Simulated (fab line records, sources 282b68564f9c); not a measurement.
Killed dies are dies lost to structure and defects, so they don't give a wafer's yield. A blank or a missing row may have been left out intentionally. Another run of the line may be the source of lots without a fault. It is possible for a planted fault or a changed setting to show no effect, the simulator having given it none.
A struck lot beside a sound one    flow ritCmos    30 steps out of a route of 202
Sound: the wafers L860.2, L860.3, L860.5. Wafers struck: L873.1, L873.5, L873.6. Last of all comes the cause.
At each step with rows: each side's tool, then ch and its chambers, then its first start. Under that, the readings that differ: sound wafers    struck wafers    difference of the means    sigmas: that difference in standard deviations of wafers without a fault.
alike: words and numbers the same on both sides, and readings whose means are apart by under 2 such deviations; not compared: readings that were withheld, readings missing a value for some wafer, numbers with overlapping values and no deviation given by the record, and bounds like >300 which may hide the same value.
A row with sigmas, a row that says differs or no value, or rows on one side alone: a step with any of these is where the two part. Non-overlapping numbers with no deviation appear without sigmas and do not part them. Lack of a reading on every wafer of one side parts them only where that side has two or more wafers.

RIT_FOX2_THK_MEAS_01:
  sound: filmMetro-01 at day 2 22:44; struck: filmMetro-04 at day 5 16:01
  alike: FOX2_OXIDE_THK
then, 2 steps without rows for these wafers: RIT_FOX2_CLEAN_02 (cleans in dHF, time 180 s); RIT_FOX2_WET_ETCH_03 (etches Si3N4 in H3PO4, target depth 195 nm, time 2700 s).
RIT_FOX2_THK_MEAS_90:
  sound: filmMetro-02 at day 2 23:37; struck: filmMetro-04 at day 5 16:53
  alike: FIELD_OXIDE_LEFT_1_THK
then, 6 steps without rows for these wafers: RIT_NWELL_HMDS_00 (prime time 60 s); RIT_NWELL_COAT_01 (resist thk 1300 nm); RIT_NWELL_SOFTBAKE_02 (time 60 s); RIT_NWELL_EXPOSE_03 (exposes mask M2, target cd 43900 nm); RIT_NWELL_PEB_04; RIT_NWELL_DEVELOP_05 (develop time 68 s).
RIT_NWELL_OVL_MEAS_06:
  sound: overlay-01 at day 3 00:33; struck: overlay-01 at day 5 17:49
  alike: NWELL_OVL
then, 1 step without rows for these wafers: RIT_NWELL_HARDBAKE_07 (time 120 s).
RIT_NWELL_IMPLANT_08:
  sound on implanter-01 ch 0, day 3 00:51; struck on implanter-01 ch 0, day 5 18:07
reading                   sound                 struck                difference  sigmas
beamEnergyKeV             169.97 169.97 170.00  214.23 214.18 214.23  +44.23      +99 or more
model.implant.rpNm (nm)   213.2 213.2 213.2     258.9 258.9 258.9     +45.7       
model.implant.drpNm (nm)  68.82 68.82 68.82     81.3 81.3 81.3        +12.5       
  alike: doseIonsCm2, tiltDeg
RIT_NWELL_STRIP_09: strips in O2, time 180 s.
  sound on plasmaAsher-03 ch 0,1, day 3 00:59; struck on plasmaAsher-02 ch 0,1, day 5 18:16
  alike: drypumpMotorCurrentA
  not compared: rfHoursCounterH
RIT_NWELL_TW_MEAS_10:
  sound: filmMetro-01 at day 3 01:12; struck: filmMetro-01 at day 5 18:26
reading   sound           struck          difference  sigmas
NWELL_TW  2180 2182 2170  2258 2259 2248  +78         +6
then, 6 steps without rows for these wafers: RIT_PWELL_HMDS_00 (prime time 60 s); RIT_PWELL_COAT_01 (resist thk 1300 nm); RIT_PWELL_SOFTBAKE_02 (time 60 s); RIT_PWELL_EXPOSE_03 (exposes mask M3, target cd 43700 nm); RIT_PWELL_PEB_04; RIT_PWELL_DEVELOP_05 (develop time 68 s).
RIT_PWELL_OVL_MEAS_06:
  sound: overlay-02 at day 3 02:08; struck: overlay-01 at day 5 19:23
  alike: PWELL_OVL
then, 2 steps without rows for these wafers: RIT_PWELL_HARDBAKE_07 (time 120 s); RIT_PWELL_IMPLANT_08.
RIT_PWELL_STRIP_09: strips in O2, time 180 s.
  sound on plasmaAsher-02 ch 1, day 3 02:34; struck on plasmaAsher-02 ch 0,1, day 5 19:49
  alike: drypumpMotorCurrentA
  not compared: rfHoursCounterH
RIT_PWELL_TW_MEAS_10:
  sound: filmMetro-03 at day 3 02:45; struck: filmMetro-03 at day 5 19:59
  alike: PWELL_TW
then, 1 step without rows for these wafers: RIT_WELLDRIVE_ANNEAL_00 (time 14700 s).
RIT_WELLDRIVE_RS_MEAS_01: a four-point-probe measurement.
  sound: filmMetro-03 at day 3 11:02; struck: filmMetro-03 at day 6 02:08
reading            sound              struck             difference  sigmas
NWELL_RS (ohm/sq)  274.6 274.8 274.8  272.4 272.4 272.7  -2.2        -3
RIT_WELLDRIVE_RS_MEAS_02: a four-point-probe measurement.
  sound: filmMetro-03 at day 3 11:09; struck: filmMetro-03 at day 6 02:16
  alike: PWELL_RS
RIT_M1_PROBE_99:
  sound: prober-02 at day 4 19:37; struck: prober-01 at day 7 09:05
reading                                    sound                 struck                difference  sigmas
model.etest.fieldPMetal.vtV (V)            -28.75 -29.37 -29.54  -38.53 -38.2 -39.4    -9.49       
model.etest.fieldP.vtV (V)                 -12.57 -12.63 -12.58  -16.99 -16.87 -17.12  -4.40       
model.etest.wellEdgeRight.lineOhmUm        183 182.6 180.3       177.8 179.3 180.2     -2.9        
model.etest.isoNwellNwell.bvV (V)          22.21 22.29 22.28     20.91 21.07 20.49     -1.44       
model.etest.isoPplusPwell.lateralLog10AUm  -9.282 -9.294 -9.223  -9.429 -9.394 -9.348  -0.124      
model.etest.isoNwellNwell.lateralLog10AUm  -7.345 -7.408 -7.374  -7.323 -7.296 -7.136  +0.124      
  alike: killedAtContacts, killedAtFrontEnd, killedDies, killedOpen, killedShort
  not compared: model.etest.nwellPinched.rsOhmSq, model.etest.wellEdgeLeft.lineOhmUm

## WHERE THEY PART
Last at RIT_WELLDRIVE_RS_MEAS_01 as far as this record goes, first at RIT_NWELL_IMPLANT_08. Later steps at which nothing parts them and some readings are alike: RIT_WELLDRIVE_RS_MEAS_02, RIT_M1_PROBE_99.

WHY: what the simulator had put in
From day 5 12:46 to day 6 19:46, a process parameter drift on implanter-01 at RIT_NWELL_IMPLANT_08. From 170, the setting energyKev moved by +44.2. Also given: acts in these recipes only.
